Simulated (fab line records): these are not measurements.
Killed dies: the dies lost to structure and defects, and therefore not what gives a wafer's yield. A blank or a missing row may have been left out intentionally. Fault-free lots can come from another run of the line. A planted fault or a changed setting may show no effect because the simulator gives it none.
fab line records -- flow berkeley_cmos170
record: lots: 24, wafers: 72, last_day: 13
route steps=331 shown START@1 ZERO@12 PWELL@51 PVT@123 V1@257
lots that met no fault: from a run of the same line without faults
start_h: hours from the record's first day to the start of the lot's first wafer shown -- wait_h: hours elapsed since this lot's preceding step -- " repeats the value in the row above -- L1.1+2: a row that stands for several wafers -- - no value present, or no start provided -- * or withheld: withheld -- < > ~ a bound
route shown NAME@n: NAME is a module with steps in the file, n the number in the route of the first one -- usual: the fault-free wafers' mean and standard deviation -- same: alike in all rows -- chamber/n: place in a boat -- sites: each site's reading -- _std_site: how widely they spread, as a standard deviation -- _edge_site: inner sites' mean taken away from outer sites' mean -- radius_mm: for every site, how far away it sits from the centre of the wafer -- mask NAME#n: copy n -- behind: the tool/chamber that last shaped the wafer -- hold: reason for holding the lot/hours on hold/outcome of the hold -- device: the transistor (n, p or np) that didn't switch -- end of line: at the end of the route, the tests of the same wafers -- a step without rows: its recipe alone -- killed: dies lost to structure and defects at the first sort, not the wafer's yield -- map: dies across one wafer; x = killed, . = not, _ = none there
set.NAME: the setting that was run; set.NAME@STEP: the one run at that earlier step -- model.NAME: the simulator's own value behind a step, which no gauge read
the route's steps for a sample of lots (tables are steps, rows are wafers)
services: the hour from which a tool's chamber was out of use, counted from the record's first day as start_h (under 0 if before that day), plus the number of hours and why
== steps ==
step: UCB170_START_BOW_MEAS_00
recipe: mode: bow
usual: INCOMING_BOW: 0/5.9
lot.wafer,tool,chamber,start_h,wait_h,INCOMING_BOW[um]
L074.4,film_metro-02,-,10.17,-,12
L074.5,film_metro-02,-,10.17,-,0
L074.6,film_metro-02,-,10.17,-,4
L075.3,film_metro-03,-,15.04,-,10
L075.5,film_metro-03,-,15.04,-,-1
L075.6,film_metro-03,-,15.04,-,-11
L076.1,film_metro-03,-,20.00,-,-12
L076.4,film_metro-03,-,20.00,-,1
L076.5,film_metro-03,-,20.00,-,2
L077.3,film_metro-04,-,25.04,-,10
L077.4,film_metro-04,-,25.04,-,-3
L077.5,film_metro-04,-,25.04,-,-7
L078.2,film_metro-03,-,30.02,-,1
L078.3,film_metro-03,-,30.02,-,-11
L078.4,film_metro-03,-,30.02,-,-1
L079.1,film_metro-02,-,35.00,-,1
L079.4,film_metro-02,-,35.00,-,5
L079.5,film_metro-02,-,35.00,-,-5
L080.3,film_metro-04,-,40.04,-,7
L080.5,film_metro-04,-,40.04,-,3
L080.6,film_metro-04,-,40.04,-,-2
L081.3,film_metro-04,-,45.04,-,-2
L081.5,film_metro-04,-,45.04,-,8
L081.6,film_metro-04,-,45.04,-,5
L082.3,film_metro-04,-,50.04,-,6
L082.5,film_metro-04,-,50.04,-,-2
L082.6,film_metro-04,-,50.04,-,8
L083.3,film_metro-02,-,55.04,-,4
L083.4,film_metro-02,-,55.04,-,2
L083.6,film_metro-02,-,55.04,-,3
L084.2,film_metro-03,-,60.02,-,-4
L084.3,film_metro-03,-,60.02,-,4
L084.6,film_metro-03,-,60.02,-,-10
L085.2,film_metro-04,-,65.02,-,-3
L085.3,film_metro-04,-,65.02,-,5
L085.5,film_metro-04,-,65.02,-,-2
L086.1,film_metro-04,-,70.00,-,-2
L086.3,film_metro-04,-,70.00,-,3
L086.6,film_metro-04,-,70.00,-,-2
L087.2,film_metro-04,-,75.02,-,5
L087.3,film_metro-04,-,75.02,-,-1
L087.6,film_metro-04,-,75.02,-,0
L088.2,film_metro-03,-,80.02,-,2
L088.3,film_metro-03,-,80.02,-,-1
L088.6,film_metro-03,-,80.02,-,6
L089.2,film_metro-04,-,85.02,-,-4
L089.3,film_metro-04,-,85.02,-,-3
L089.4,film_metro-04,-,85.02,-,6
L090.2,film_metro-04,-,90.02,-,3
L090.3,film_metro-04,-,90.02,-,2
L090.4,film_metro-04,-,90.02,-,15
L091.3,film_metro-03,-,95.04,-,1
L091.4,film_metro-03,-,95.04,-,7
L091.5,film_metro-03,-,95.04,-,2
L092.3,film_metro-04,-,100.05,-,-8
L092.4,film_metro-04,-,100.05,-,-10
L092.6,film_metro-04,-,100.05,-,7
L093.1,film_metro-03,-,105.00,-,-4
L093.4,film_metro-03,-,105.00,-,7
L093.5,film_metro-03,-,105.00,-,-4
L094.1,film_metro-02,-,110.00,-,-1
L094.4,film_metro-02,-,110.00,-,0
L094.5,film_metro-02,-,110.00,-,8
L095.1,film_metro-03,-,115.00,-,-2
L095.3,film_metro-03,-,115.00,-,7
L095.4,film_metro-03,-,115.00,-,-1
L096.3,film_metro-03,-,120.04,-,4
L096.4,film_metro-03,-,120.04,-,-2
L096.5,film_metro-03,-,120.04,-,10
L097.2,film_metro-02,-,125.02,-,0
L097.4,film_metro-02,-,125.02,-,-4
L097.6,film_metro-02,-,125.02,-,4
step: UCB170_ZERO_ETCH_06
recipe: chemistry: CHF3/CF4/Ar, target: SiO2, time_s: 12, pressure_mtorr: 100, rf_w: 500, CHF3_flow_sccm: 50, cf4_flow_sccm: 10, Ar_flow_sccm: 120, over_etch_frac: 1.58
usual: drypump_motor_current_A: 5.9/0.34, oes_product_au: 0.616/0.0077, throttle_valve_pct: 9.27/0.16
same: over_etch_frac: 1.58
lot.wafer,tool,chamber,start_h,wait_h,drypump_motor_current_A,oes_product_au,rf_hours_counter_h,throttle_valve_pct
L074.4,rie_diel-02,3,24.54,-,6.4,0.608,8,9.37
L074.5,rie_diel-02,1,24.54,-,6.1,0.617,-,9.10
L074.6,rie_diel-02,2,24.54,-,6.4,0.615,-,9.57
L075.3,rie_diel-02,1,31.51,-,6.0,0.627,128,9.10
L075.5,rie_diel-02,1,31.51,-,6.0,0.627,-,9.10
L075.6,rie_diel-02,2,31.51,-,6.4,0.620,-,9.57
L076.1,rie_diel-04,2,31.93,-,5.5,0.613,0,9.24
L076.4,rie_diel-04,0,31.93,-,5.9,0.622,54,9.02
L076.5,rie_diel-04,0,31.93,-,5.9,0.625,-,9.01
L078.2,rie_diel-04,3,38.10,-,5.9,0.616,5,9.43
L078.3,rie_diel-04,1,38.10,-,5.8,0.605,20,9.20
L078.4,rie_diel-04,0,38.10,-,5.9,0.627,54,9.03
L077.3,rie_diel-03,1,38.40,-,6.0,0.619,8,9.10
L077.4,rie_diel-03,2,38.40,-,6.5,0.619,-,9.39
L077.5,rie_diel-03,3,38.40,-,5.6,0.612,-,9.38
L079.1,rie_diel-03,2,47.85,-,6.5,0.624,2,9.38
L079.4,rie_diel-03,0,47.85,-,5.2,0.634,93,9.24
L079.5,rie_diel-03,0,47.85,-,5.2,0.625,-,9.24
L080.3,rie_diel-04,2,48.09,-,5.5,0.615,1,9.22
L080.5,rie_diel-04,0,48.09,-,5.9,0.625,-,9.03
L080.6,rie_diel-04,3,48.09,-,5.9,0.620,-,9.46
L081.3,rie_diel-04,1,58.99,-,5.8,0.602,21,9.21
L081.5,rie_diel-04,3,58.99,-,5.9,0.618,-,9.45
L081.6,rie_diel-04,2,58.99,-,5.5,0.619,-,9.22
L082.3,rie_diel-02,1,59.42,-,6.0,0.627,130,9.11
L082.5,rie_diel-02,3,59.42,-,6.4,0.608,-,9.37
L082.6,rie_diel-02,0,59.42,-,5.7,0.608,-,9.19
L083.3,rie_diel-04,1,66.57,-,5.8,0.603,22,9.20
L083.4,rie_diel-04,0,66.57,-,5.9,0.616,55,9.04
L083.6,rie_diel-04,2,66.57,-,5.5,0.617,-,9.23
L084.2,rie_diel-04,1,72.58,-,5.8,0.611,22,9.20
L084.3,rie_diel-04,0,72.58,-,5.9,0.617,55,9.01
L084.6,rie_diel-04,1,72.58,-,5.8,0.603,-,9.20
L086.1,rie_diel-03,0,78.06,-,5.2,0.620,95,9.24
L086.3,rie_diel-03,1,78.06,-,6.0,0.623,10,9.11
L086.6,rie_diel-03,1,78.06,-,6.0,0.623,-,9.11
L085.2,rie_diel-02,0,78.16,-,5.7,0.604,11,9.21
L085.3,rie_diel-02,1,78.16,-,6.1,0.616,131,9.10
L085.5,rie_diel-02,0,78.16,-,5.7,0.606,-,9.21
L087.2,rie_diel-04,2,84.25,-,5.5,0.620,3,9.24
L087.3,rie_diel-04,1,84.25,-,5.8,0.608,23,9.20
L087.6,rie_diel-04,3,84.25,-,5.9,0.612,-,9.46
L088.2,rie_diel-04,3,91.87,-,6.0,0.613,7,9.45
L088.3,rie_diel-04,1,91.87,-,5.8,0.602,23,9.19
L088.6,rie_diel-04,2,91.87,-,5.5,0.614,-,9.25
L089.2,rie_diel-03,0,97.34,-,5.2,0.635,96,9.24
L089.3,rie_diel-03,1,97.34,-,6.0,0.623,11,9.09
L089.4,rie_diel-03,3,97.34,-,5.6,0.614,159,9.39
L090.2,rie_diel-02,1,102.96,-,6.1,0.624,131,9.10
L090.3,rie_diel-02,3,102.96,-,6.4,0.599,11,9.37
L090.4,rie_diel-02,2,102.96,-,6.4,0.620,40,9.56
L091.3,rie_diel-02,0,112.19,-,5.7,0.614,12,9.19
L091.4,rie_diel-02,2,112.19,-,6.4,0.622,40,9.56
L091.5,rie_diel-02,2,112.19,-,6.4,0.624,-,9.54
L092.3,rie_diel-02,2,112.64,-,6.4,0.621,40,9.55
L092.4,rie_diel-02,1,112.64,-,6.0,0.617,132,9.10
L092.6,rie_diel-02,0,112.64,-,5.7,0.608,-,9.21
L093.1,rie_diel-03,3,122.03,-,5.6,0.616,160,9.38
L093.4,rie_diel-03,1,122.03,-,6.0,0.619,13,9.11
L093.5,rie_diel-03,1,122.03,-,6.0,0.617,-,9.11
L094.1,rie_diel-02,0,122.06,-,5.7,0.611,13,9.20
L094.4,rie_diel-02,2,122.06,-,6.4,0.624,41,9.56
L094.5,rie_diel-02,1,122.06,-,6.1,0.622,-,9.11
L096.3,rie_diel-03,0,134.91,-,5.2,0.629,97,9.23
L096.4,rie_diel-03,1,134.91,-,6.0,0.626,-,9.10
L096.5,rie_diel-03,2,134.91,-,6.5,0.626,-,9.38
L095.1,rie_diel-04,3,135.24,-,5.9,0.614,9,9.45
L095.3,rie_diel-04,1,135.24,-,5.8,0.600,25,9.20
L095.4,rie_diel-04,1,135.24,-,5.8,0.611,-,9.19
L097.2,rie_diel-04,0,140.03,-,5.9,0.625,57,9.02
L097.4,rie_diel-04,2,140.03,-,5.5,0.616,6,9.23
L097.6,rie_diel-04,3,140.03,-,5.9,0.621,-,9.45
step: UCB170_ZERO_STRIP_07
recipe: chemistry: O2, power_w: 400, pressure_mtorr: 3500, platen_temp_c: withheld, o2_flow_sccm: 400, overash_fraction: 0.5
usual: drypump_motor_current_A: 5.9/0.37, oes_product_au: 0.727/0.0045, strip_time_to_endpoint_s: 21.48/0.062
lot.wafer,tool,chamber,start_h,wait_h,drypump_motor_current_A,oes_product_au,rf_hours_counter_h,strip_time_to_endpoint_s
L074.4,plasma_asher-04,0,24.59,0.0,5.9,0.729,-,21.51
L074.5,plasma_asher-04,0,24.59,0.0,5.9,0.732,-,21.54
L074.6,plasma_asher-04,1,24.59,0.0,5.2,0.732,-,21.51
L075.3,plasma_asher-02,1,31.57,0.0,6.1,0.733,-,21.43
L075.5,plasma_asher-02,1,31.57,0.0,6.2,0.729,-,21.42
L075.6,plasma_asher-02,0,31.57,0.0,5.7,0.728,-,21.53
L076.1,plasma_asher-02,0,31.95,0.0,5.7,0.724,29,21.51
L076.4,plasma_asher-02,0,31.95,0.0,5.7,0.725,-,21.41
L076.5,plasma_asher-02,1,31.95,0.0,6.2,0.725,-,21.43
L078.2,plasma_asher-01,0,38.12,0.0,6.3,0.726,30,21.49
L078.3,plasma_asher-01,0,38.12,0.0,6.3,0.729,-,21.56
L078.4,plasma_asher-01,1,38.12,0.0,6.2,0.729,-,21.53
L077.3,plasma_asher-04,0,38.46,0.0,5.8,0.724,-,21.43
L077.4,plasma_asher-04,1,38.46,0.0,5.2,0.724,-,21.41
L077.5,plasma_asher-04,0,38.46,0.0,5.9,0.735,-,21.43
L079.1,plasma_asher-04,0,47.87,0.0,5.9,0.733,27,21.54
L079.4,plasma_asher-04,0,47.87,0.0,5.9,0.730,-,21.55
L079.5,plasma_asher-04,0,47.87,0.0,5.9,0.732,-,21.56
L080.3,plasma_asher-02,0,48.15,0.0,5.7,0.725,-,21.46
L080.5,plasma_asher-02,1,48.15,0.0,6.2,0.721,-,21.40
L080.6,plasma_asher-02,0,48.15,0.0,5.7,0.733,-,21.38
L081.3,plasma_asher-01,1,59.05,0.0,6.2,0.720,-,21.39
L081.5,plasma_asher-01,0,59.05,0.0,6.3,0.734,-,21.41
L081.6,plasma_asher-01,1,59.05,0.0,6.2,0.713,-,21.43
L082.3,plasma_asher-01,1,59.48,0.0,6.2,0.723,-,21.42
L082.5,plasma_asher-01,0,59.48,0.0,6.3,0.724,-,21.42
L082.6,plasma_asher-01,1,59.48,0.0,6.2,0.736,-,21.49
L083.3,plasma_asher-02,0,66.63,0.0,5.7,0.720,-,21.45
L083.4,plasma_asher-02,1,66.63,0.0,6.2,0.729,-,21.47
L083.6,plasma_asher-02,0,66.63,0.0,5.7,0.725,-,21.46
L084.2,plasma_asher-01,0,72.60,0.0,6.2,0.721,33,21.41
L084.3,plasma_asher-01,1,72.60,0.0,6.2,0.728,-,21.46
L084.6,plasma_asher-01,0,72.60,0.0,6.2,0.731,-,21.48
L086.1,plasma_asher-02,1,78.08,0.0,6.1,0.727,34,21.43
L086.3,plasma_asher-02,0,78.08,0.0,5.7,0.725,-,21.40
L086.6,plasma_asher-02,1,78.08,0.0,6.1,0.716,-,21.42
L085.2,plasma_asher-04,1,78.18,0.0,5.2,0.732,30,21.51
L085.3,plasma_asher-04,1,78.18,0.0,5.2,0.727,-,21.46
L085.5,plasma_asher-04,1,78.18,0.0,5.2,0.728,-,21.47
L087.2,plasma_asher-04,0,84.27,0.0,5.9,0.725,30,21.62
L087.3,plasma_asher-04,0,84.27,0.0,5.9,0.731,-,21.63
L087.6,plasma_asher-04,1,84.27,0.0,5.2,0.727,-,21.64
L088.2,plasma_asher-01,1,91.89,0.0,6.2,0.733,35,21.52
L088.3,plasma_asher-01,0,91.89,0.0,6.2,0.730,-,21.61
L088.6,plasma_asher-01,1,91.89,0.0,6.2,0.723,-,21.51
L089.2,plasma_asher-04,0,97.36,0.0,5.9,0.737,32,21.41
L089.3,plasma_asher-04,1,97.36,0.0,5.2,0.729,-,21.39
L089.4,plasma_asher-04,0,97.36,0.0,5.9,0.729,-,21.44
L090.2,plasma_asher-04,0,102.99,0.0,5.9,0.730,33,21.39
L090.3,plasma_asher-04,0,102.99,0.0,5.9,0.727,-,21.50
L090.4,plasma_asher-04,1,102.99,0.0,5.2,0.735,-,21.48
L091.3,plasma_asher-02,1,112.24,0.0,6.2,0.730,-,21.44
L091.4,plasma_asher-02,0,112.24,0.0,5.7,0.718,-,21.57
L091.5,plasma_asher-02,1,112.24,0.0,6.2,0.731,-,21.45
L092.3,plasma_asher-01,0,112.70,0.0,6.2,0.730,-,21.40
L092.4,plasma_asher-01,1,112.70,0.0,6.2,0.729,-,21.44
L092.6,plasma_asher-01,0,112.70,0.0,6.3,0.732,-,21.45
L093.1,plasma_asher-04,1,122.05,0.0,5.2,0.731,33,21.44
L093.4,plasma_asher-04,0,122.05,0.0,5.9,0.726,-,21.48
L093.5,plasma_asher-04,0,122.05,0.0,5.9,0.725,-,21.55
L094.1,plasma_asher-01,1,122.08,0.0,6.2,0.718,40,21.41
L094.4,plasma_asher-01,0,122.08,0.0,6.3,0.726,-,21.41
L094.5,plasma_asher-01,1,122.08,0.0,6.2,0.724,-,21.46
L096.3,plasma_asher-02,1,134.96,0.0,6.2,0.725,-,21.56
L096.4,plasma_asher-02,0,134.96,0.0,5.7,0.730,-,21.47
L096.5,plasma_asher-02,0,134.96,0.0,5.7,0.726,-,21.49
L095.1,plasma_asher-01,0,135.27,0.0,6.3,0.730,41,21.43
L095.3,plasma_asher-01,0,135.27,0.0,6.3,0.729,-,21.42
L095.4,plasma_asher-01,1,135.27,0.0,6.2,0.729,-,21.47
L097.2,plasma_asher-01,0,140.05,0.0,6.2,0.725,41,21.47
L097.4,plasma_asher-01,1,140.05,0.0,6.3,0.730,-,21.45
L097.6,plasma_asher-01,1,140.05,0.0,6.2,0.730,-,21.52
step: UCB170_PWELL_TW_MEAS_17
usual: PWELL_TW: 377/3.1
lot.wafer,tool,chamber,start_h,wait_h,PWELL_TW
L074.4,film_metro-01,-,56.74,0.1,378
L074.5,film_metro-01,-,56.74,0.1,377
L074.6,film_metro-01,-,56.74,0.1,378
L075.3,film_metro-03,-,64.35,0.1,381
L075.5,film_metro-03,-,64.35,0.1,380
L075.6,film_metro-03,-,64.35,0.1,380
L076.1,film_metro-01,-,64.59,0.1,378
L076.4,film_metro-01,-,64.59,0.1,378
L076.5,film_metro-01,-,64.59,0.1,376
L078.2,film_metro-01,-,75.00,0.1,371
L078.3,film_metro-01,-,75.00,0.1,373
L078.4,film_metro-01,-,75.00,0.1,373
L077.3,film_metro-02,-,75.22,0.1,376
L077.4,film_metro-02,-,75.22,0.1,375
L077.5,film_metro-02,-,75.22,0.1,376
L079.1,film_metro-01,-,83.41,0.1,374
L079.4,film_metro-01,-,83.41,0.1,372
L079.5,film_metro-01,-,83.41,0.1,374
L080.3,film_metro-02,-,83.71,0.1,376
L080.5,film_metro-02,-,83.71,0.1,376
L080.6,film_metro-02,-,83.71,0.1,375
L081.3,film_metro-02,-,92.89,0.1,376
L081.5,film_metro-02,-,92.89,0.1,376
L081.6,film_metro-02,-,92.89,0.1,375
L082.3,film_metro-02,-,93.08,0.1,375
L082.5,film_metro-02,-,93.08,0.1,377
L082.6,film_metro-02,-,93.08,0.1,374
L084.2,film_metro-03,-,102.30,0.1,379
L084.3,film_metro-03,-,102.30,0.1,378
L084.6,film_metro-03,-,102.30,0.1,380
L083.3,film_metro-03,-,102.57,0.1,380
L083.4,film_metro-03,-,102.57,0.1,381
L083.6,film_metro-03,-,102.57,0.1,381
L086.1,film_metro-03,-,112.55,0.1,379
L086.3,film_metro-03,-,112.55,0.1,383
L086.6,film_metro-03,-,112.55,0.1,383
L085.2,film_metro-01,-,112.88,0.1,374
L085.3,film_metro-01,-,112.88,0.1,373
L085.5,film_metro-01,-,112.88,0.1,375
L087.2,film_metro-01,-,127.25,0.1,370
L087.3,film_metro-01,-,127.25,0.1,369
L087.6,film_metro-01,-,127.25,0.1,370
L088.2,film_metro-03,-,127.50,0.1,378
L088.3,film_metro-03,-,127.50,0.1,378
L088.6,film_metro-03,-,127.50,0.1,379
L089.2,film_metro-02,-,141.14,0.1,372
L089.3,film_metro-02,-,141.14,0.1,375
L089.4,film_metro-02,-,141.14,0.1,371
L090.2,film_metro-03,-,145.15,0.1,377
L090.3,film_metro-03,-,145.15,0.1,380
L090.4,film_metro-03,-,145.15,0.1,379
L091.3,film_metro-03,-,152.97,0.1,379
L091.4,film_metro-03,-,152.97,0.1,379
L091.5,film_metro-03,-,152.97,0.1,381
L092.3,film_metro-03,-,153.21,0.1,380
L092.4,film_metro-03,-,153.21,0.1,378
L092.6,film_metro-03,-,153.21,0.1,382
L094.1,film_metro-01,-,161.69,0.1,375
L094.4,film_metro-01,-,161.69,0.1,374
L094.5,film_metro-01,-,161.69,0.1,377
L093.1,film_metro-02,-,161.93,0.1,376
L093.4,film_metro-02,-,161.93,0.1,374
L093.5,film_metro-02,-,161.93,0.1,374
L096.3,film_metro-02,-,170.80,0.1,376
L096.4,film_metro-02,-,170.80,0.1,376
L096.5,film_metro-02,-,170.80,0.1,376
L095.1,film_metro-02,-,171.02,0.1,375
L095.3,film_metro-02,-,171.02,0.1,374
L095.4,film_metro-02,-,171.02,0.1,373
L097.2,film_metro-02,-,178.65,0.1,376
L097.4,film_metro-02,-,178.65,0.1,376
L097.6,film_metro-02,-,178.65,0.1,377
step: UCB170_PVT_STRIP_08
recipe: chemistry: O2, power_w: 400, pressure_mtorr: 3500, platen_temp_c: withheld, o2_flow_sccm: 400, overash_fraction: 0.5
usual: drypump_motor_current_A: 5.8/0.39, oes_product_au: 0.735/0.0047, strip_time_to_endpoint_s: 21.63/0.054
lot.wafer,tool,chamber,start_h,wait_h,drypump_motor_current_A,oes_product_au,rf_hours_counter_h,strip_time_to_endpoint_s
L076.1,plasma_asher-03,0,140.60,0.1,5.4,0.736,2,21.57
L076.4,plasma_asher-03,1,140.60,0.1,5.6,0.737,-,21.56
L076.5,plasma_asher-03,1,140.60,0.1,5.6,0.734,-,21.60
L075.3,plasma_asher-04,0,140.97,0.1,5.9,0.727,-,21.68
L075.5,plasma_asher-04,1,140.97,0.1,5.2,0.733,-,21.72
L075.6,plasma_asher-04,0,140.97,0.1,5.9,0.742,-,21.74
L074.4,plasma_asher-01,0,141.33,0.1,6.3,0.737,-,21.52
L074.5,plasma_asher-01,1,141.33,0.1,6.2,0.739,-,21.60
L074.6,plasma_asher-01,0,141.33,0.1,6.2,0.735,-,21.56
L077.3,plasma_asher-04,1,156.52,0.1,5.2,0.738,-,21.67
L077.4,plasma_asher-04,0,156.52,0.1,5.9,0.736,-,21.65
L077.5,plasma_asher-04,1,156.52,0.1,5.2,0.736,-,21.59
L078.2,plasma_asher-03,1,156.76,0.1,5.6,0.731,4,21.56
L078.3,plasma_asher-03,0,156.76,0.1,5.4,0.739,-,21.58
L078.4,plasma_asher-03,1,156.76,0.1,5.6,0.744,-,21.60
L080.3,plasma_asher-01,0,167.68,0.1,6.3,0.740,-,21.66
L080.5,plasma_asher-01,0,167.68,0.1,6.2,0.732,-,21.68
L080.6,plasma_asher-01,1,167.68,0.1,6.3,0.728,-,21.74
L079.1,plasma_asher-03,0,167.77,0.1,5.5,0.736,5,21.61
L079.4,plasma_asher-03,1,167.77,0.1,5.6,0.737,-,21.71
L079.5,plasma_asher-03,0,167.77,0.1,5.4,0.734,-,21.59
L081.3,plasma_asher-03,0,180.41,0.1,5.4,0.722,-,21.69
L081.5,plasma_asher-03,0,180.41,0.1,5.4,0.734,-,21.65
L081.6,plasma_asher-03,1,180.41,0.1,5.6,0.735,-,21.60
L082.3,plasma_asher-01,0,180.65,0.1,6.3,0.732,-,21.64
L082.5,plasma_asher-01,1,180.65,0.1,6.2,0.737,-,21.65
L082.6,plasma_asher-01,0,180.65,0.1,6.3,0.738,-,21.66
L084.2,plasma_asher-01,0,189.52,0.1,6.3,0.734,45,21.59
L084.3,plasma_asher-01,0,189.52,0.1,6.3,0.737,-,21.51
L084.6,plasma_asher-01,1,189.52,0.1,6.2,0.733,-,21.59
L083.3,plasma_asher-04,1,189.88,0.1,5.2,0.735,-,21.63
L083.4,plasma_asher-04,0,189.88,0.1,5.9,0.736,-,21.67
L083.6,plasma_asher-04,1,189.88,0.1,5.2,0.735,-,21.66
L085.2,plasma_asher-01,1,200.46,0.1,6.2,0.733,46,21.57
L085.3,plasma_asher-01,0,200.46,0.1,6.3,0.733,-,21.61
L085.5,plasma_asher-01,1,200.46,0.1,6.2,0.726,-,21.65
L086.1,plasma_asher-01,1,200.59,0.1,6.2,0.737,46,21.63
L086.3,plasma_asher-01,0,200.59,0.1,6.3,0.734,-,21.68
L086.6,plasma_asher-01,0,200.59,0.1,6.3,0.743,-,21.68
L087.2,plasma_asher-01,1,207.75,0.1,6.2,0.730,47,21.58
L087.3,plasma_asher-01,1,207.75,0.1,6.2,0.737,-,21.55
L087.6,plasma_asher-01,1,207.75,0.1,6.2,0.728,-,21.67
L088.2,plasma_asher-04,0,209.99,0.1,5.9,0.739,42,21.57
L088.3,plasma_asher-04,1,209.99,0.1,5.2,0.733,-,21.57
L088.6,plasma_asher-04,0,209.99,0.1,5.9,0.728,-,21.56
L089.2,plasma_asher-04,1,216.75,0.1,5.2,0.731,42,21.71
L089.3,plasma_asher-04,0,216.75,0.1,5.9,0.735,-,21.66
L089.4,plasma_asher-04,1,216.75,0.1,5.2,0.721,-,21.72
L090.2,plasma_asher-03,0,217.02,0.1,5.5,0.736,10,21.64
L090.3,plasma_asher-03,0,217.02,0.1,5.4,0.740,-,21.59
L090.4,plasma_asher-03,1,217.02,0.1,5.6,0.731,-,21.57
L091.3,plasma_asher-03,1,239.68,0.1,5.6,0.733,-,21.63
L091.4,plasma_asher-03,0,239.68,0.1,5.4,0.731,-,21.67
L091.5,plasma_asher-03,0,239.68,0.1,5.4,0.734,-,21.62
L092.3,plasma_asher-04,0,239.75,0.1,5.9,0.737,-,21.58
L092.4,plasma_asher-04,1,239.75,0.1,5.2,0.722,-,21.58
L092.6,plasma_asher-04,0,239.75,0.1,5.9,0.744,-,21.55
L093.1,plasma_asher-03,0,244.02,0.1,5.4,0.735,13,21.72
L093.4,plasma_asher-03,0,244.02,0.1,5.4,0.734,-,21.69
L093.5,plasma_asher-03,1,244.02,0.1,5.6,0.738,-,21.71
L094.1,plasma_asher-01,0,244.20,0.1,6.2,0.733,50,21.63
L094.4,plasma_asher-01,1,244.20,0.1,6.2,0.724,-,21.65
L094.5,plasma_asher-01,0,244.20,0.1,6.2,0.742,-,21.70
L095.1,plasma_asher-03,0,244.31,0.1,5.5,0.730,13,21.61
L095.3,plasma_asher-03,1,244.31,0.1,5.6,0.732,-,21.58
L095.4,plasma_asher-03,0,244.31,0.1,5.4,0.728,-,21.63
L096.3,plasma_asher-01,0,244.51,0.1,6.2,0.728,-,21.68
L096.4,plasma_asher-01,1,244.51,0.1,6.2,0.741,-,21.66
L096.5,plasma_asher-01,1,244.51,0.1,6.3,0.739,-,21.66
L097.2,plasma_asher-03,1,254.50,0.1,5.6,0.734,14,21.62
L097.4,plasma_asher-03,1,254.50,0.1,5.6,0.723,-,21.71
L097.6,plasma_asher-03,1,254.50,0.1,5.6,0.731,-,21.59
step: UCB170_V1_BOW_MEAS_03
recipe: mode: bow
usual: V1_BOW: 18/6.1
lot.wafer,tool,chamber,start_h,wait_h,V1_BOW[um]
L075.3,film_metro-04,-,189.00,0.3,27
L075.5,film_metro-04,-,189.00,0.3,16
L075.6,film_metro-04,-,189.00,0.3,5
L074.4,film_metro-03,-,190.35,0.2,25
L074.5,film_metro-03,-,190.35,0.2,14
L074.6,film_metro-03,-,190.35,0.2,19
L076.1,film_metro-03,-,190.59,0.1,5
L076.4,film_metro-03,-,190.59,0.1,17
L076.5,film_metro-03,-,190.59,0.1,19
L078.2,film_metro-04,-,195.53,0.2,19
L078.3,film_metro-04,-,195.53,0.2,9
L078.4,film_metro-04,-,195.53,0.2,17
L077.3,film_metro-03,-,196.88,0.1,30
L077.4,film_metro-03,-,196.88,0.1,17
L077.5,film_metro-03,-,196.88,0.1,14
L079.1,film_metro-03,-,214.05,0.2,19
L079.4,film_metro-03,-,214.05,0.2,22
L079.5,film_metro-03,-,214.05,0.2,13
L080.3,film_metro-04,-,215.42,0.3,24
L080.5,film_metro-04,-,215.42,0.3,19
L080.6,film_metro-04,-,215.42,0.3,16
L082.3,film_metro-03,-,226.90,0.2,24
L082.5,film_metro-03,-,226.90,0.2,16
L082.6,film_metro-03,-,226.90,0.2,26
L081.3,film_metro-01,-,228.23,0.2,18
L081.5,film_metro-01,-,228.23,0.2,26
L081.6,film_metro-01,-,228.23,0.2,22
L084.2,film_metro-01,-,242.49,0.3,17
L084.3,film_metro-01,-,242.49,0.3,25
L084.6,film_metro-01,-,242.49,0.3,12
L083.3,film_metro-03,-,242.51,0.2,20
L083.4,film_metro-03,-,242.51,0.2,17
L083.6,film_metro-03,-,242.51,0.2,20
L086.1,film_metro-01,-,243.81,0.2,19
L086.3,film_metro-01,-,243.81,0.2,26
L086.6,film_metro-01,-,243.81,0.2,19
L085.2,film_metro-03,-,243.83,0.3,14
L085.3,film_metro-03,-,243.83,0.3,21
L085.5,film_metro-03,-,243.83,0.3,15
L088.2,film_metro-03,-,251.34,0.1,20
L088.3,film_metro-03,-,251.34,0.1,18
L088.6,film_metro-03,-,251.34,0.1,24
L087.2,film_metro-01,-,252.68,0.2,26
L087.3,film_metro-01,-,252.68,0.2,19
L087.6,film_metro-01,-,252.68,0.2,21
L089.2,film_metro-01,-,259.81,0.2,17
L089.3,film_metro-01,-,259.81,0.2,18
L089.4,film_metro-01,-,259.81,0.2,26
L090.2,film_metro-01,-,261.15,0.3,20
L090.3,film_metro-01,-,261.15,0.3,18
L090.4,film_metro-01,-,261.15,0.3,33
L092.3,film_metro-04,-,277.09,0.2,11
L092.4,film_metro-04,-,277.09,0.2,9
L092.6,film_metro-04,-,277.09,0.2,26
L091.3,film_metro-03,-,278.42,0.2,23
L091.4,film_metro-03,-,278.42,0.2,29
L091.5,film_metro-03,-,278.42,0.2,25
L096.3,film_metro-04,-,284.70,0.3,25
L096.4,film_metro-04,-,284.70,0.3,21
L096.5,film_metro-04,-,284.70,0.3,32
L094.1,film_metro-04,-,286.38,0.2,18
L094.4,film_metro-04,-,286.38,0.2,20
L094.5,film_metro-04,-,286.38,0.2,27
L093.1,film_metro-04,-,288.21,0.2,14
L093.4,film_metro-04,-,288.21,0.2,24
L093.5,film_metro-04,-,288.21,0.2,15
L095.1,film_metro-01,-,289.46,0.1,17
L095.3,film_metro-01,-,289.46,0.1,26
L095.4,film_metro-01,-,289.46,0.1,17
L097.2,film_metro-04,-,294.90,0.2,17
L097.4,film_metro-04,-,294.90,0.2,14
L097.6,film_metro-04,-,294.90,0.2,22
== services ==
tool,chamber,start_h,hours,kind
plasma_asher-01,-,2.12,5.5,repair
rie_diel-03,-,2.23,14.6,pm
rie_diel-02,0,4.82,9.9,repair
rie_diel-04,2,6.34,-,clean
rie_diel-04,2,6.34,20.5,scheduled_down
rie_diel-03,0,28.01,11.8,repair
plasma_asher-01,-,44.35,1.9,repair
plasma_asher-04,-,48.28,4.3,pm
rie_diel-04,0,100.17,12.3,repair
plasma_asher-03,-,106.32,1.1,repair
plasma_asher-04,-,107.23,14.6,pm
plasma_asher-03,-,108.75,9.0,pm
rie_diel-02,1,113.05,1.9,repair
rie_diel-04,0,132.94,4.9,repair
rie_diel-03,0,140.68,3.9,repair
rie_diel-04,1,154.96,10.1,repair
plasma_asher-02,-,163.61,2.8,pm
rie_diel-02,3,171.36,1.8,repair
plasma_asher-01,-,173.28,1.4,repair
rie_diel-03,2,185.35,5.7,repair
rie_diel-04,0,187.62,7.2,repair
plasma_asher-04,-,193.42,2.6,repair
rie_diel-02,-,207.23,14.6,pm
rie_diel-02,1,245.18,1.5,repair
== key ==
fault none
